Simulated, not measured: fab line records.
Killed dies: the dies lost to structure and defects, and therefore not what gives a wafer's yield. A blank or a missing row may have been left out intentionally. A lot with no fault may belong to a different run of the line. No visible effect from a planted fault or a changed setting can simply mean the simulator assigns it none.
Lot-split experiment | flow berkeley cmos170 | 23 wafers read across 5 lots, on a route 331 steps long

THE SPLIT
At UCB170_V2_CMP_02 (polishes SiO2), the setting leave above ref nm was moved away from the recipe's 1000 nm on 9 of the 23 wafers read, by -6.7% to +2.8%. This setting was run at the recipe's value on the other wafers.

There is no step in the file separating the split from the reading.

THE READING
At UCB170_V2_THK_MEAS_04: V2_POLISHED_THK, given in nm. On this fab line, fault-free wafers typically give 1000.0 nm with a standard deviation of 1.3 nm.

wafer  | tool, chamber at the split | leave above ref nm as run, nm | against the recipe | V2_POLISHED_THK, nm | against lot-mates on the recipe
L075.1 | cmp-01, 1                  | 967.4                         | -3.3%              | 967.7               | -33.6
L075.2 | cmp-01, 3,0                | 1000                          | recipe             | 1001.9              | -
L075.3 | cmp-01, 3,0                | 1000                          | recipe             | 1002.0              | -
L075.4 | cmp-01, 2                  | 967.4                         | -3.3%              | 965.5               | -35.8
L075.6 | cmp-01, 2                  | 1000                          | recipe             | 999.9               | -
L078.1 | cmp-01, 3,0                | 1000                          | recipe             | 1000.5              | -
L078.2 | cmp-01, 2                  | 1028                          | +2.8%              | 1027.0              | +26.2
L078.3 | cmp-01, 1,2                | 1028                          | +2.8%              | 1027.2              | +26.5
L078.4 | cmp-01, 3,0                | 1000                          | recipe             | 1001.0              | -
L078.6 | cmp-01, 1,2                | 1028                          | +2.8%              | 1027.8              | +27.0
L080.2 | cmp-02, 2                  | 1000                          | recipe             | 999.8               | -
L080.3 | cmp-02, 3                  | 949                           | -5.1%              | 948.7               | -50.7
L080.4 | cmp-02, 1                  | 1000                          | recipe             | 1001.0              | -
L080.5 | cmp-02, 1                  | 949                           | -5.1%              | 949.3               | -50.1
L080.6 | cmp-02, 0                  | 1000                          | recipe             | 997.5               | -
L082.1 | cmp-02, 2                  | 1000                          | recipe             | 999.8               | -
L082.2 | cmp-02, 0                  | 932.7                         | -6.7%              | 931.0               | -68.8
L082.3 | cmp-02, 3                  | 1000                          | recipe             | 999.0               | -
L082.4 | cmp-02, 1                  | 1000                          | recipe             | 1000.5              | -
L082.6 | cmp-02, 0                  | 932.7                         | -6.7%              | 930.1               | -69.7
L081.1 | cmp-01, 3,0                | 1000                          | recipe             | 1001.4              | -
L081.2 | cmp-01, 1                  | 1000                          | recipe             | 997.2               | -
L081.3 | cmp-01, 3,0                | 1000                          | recipe             | 1000.6              | -
The file does not say which wafer passed through which chamber wherever a row lists several chambers: such a row stands for several wafers.

FIT RESULTS
A straight line over all 23 wafers: V2_POLISHED_THK changes by +10.1 nm for each +1% of leave above ref nm; r = +1.00; the points scatter about the line by 1.3 nm.
The same after taking each lot's own level away (the mean of its wafers on the recipe; 23 wafers): +10.1 nm for each +1%; r = +1.00; scatter 1.4 nm.
Per that fit: largest leave above ref nm move, reading shift of 68 nm.
Across the lots, their own levels run from 999.43 to 1001.27 nm, a range of 1.4 times the standard deviation given above.
The two slopes agree, so the slope changes little with the lot-to-lot level.
Check: -68 nm against its lot-mates is what the line predicts for one of the wafers moved furthest among these (-6.7%) when that wafer is left out of the fit. Against them it came out at -68.8 nm.

ADDITIONAL SPLITS CARRIED BY THESE WAFERS
Other splits were also applied to these wafers ahead of the reading. Each is held against what the fit with the lots' levels taken away leaves over:
other split on the same wafers | wafers away from the commonest value | r with V2_POLISHED_THK (lot level and that fit taken away)
UCB170_M2_SOFTBAKE_11 time s   | 11                                   | +0.44

THE WHOLE CHAIN: every reading that the file lists as answering this split, in the file's order
step                  | what it does                                                              | reading                                                                   | change (the file's fit)              | r (the file's)
UCB170_V2_CMP_02      | polishes SiO2                                                             | SiO2_of_V2_CVD_00.thk nm (the simulator's own value, which no gauge read) | +10.1 nm for each +1% of the setting | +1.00
UCB170_V2_THK_MEAS_04 |                                                                           | V2_POLISHED_THK                                                           | +10.1 for each +1% of the setting    | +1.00
UCB170_V2_ETCH_14     | etches SiO2 in CHF3/CF4/Ar, stops on Al, target depth 1250 nm, time 291 s | V2.feature depth nm (the simulator's own value, which no gauge read)      | +10.1 nm for each +1% of the setting | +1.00
UCB170_V2_ETCH_14     | etches SiO2 in CHF3/CF4/Ar, stops on Al, target depth 1250 nm, time 291 s | etch.depth nm (the simulator's own value, which no gauge read)            | +10.1 nm for each +1% of the setting | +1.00

THE FILE'S OWN FIT
V2_POLISHED_THK changes by +10.1 nm for each +1% of leave above ref nm, r = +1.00.
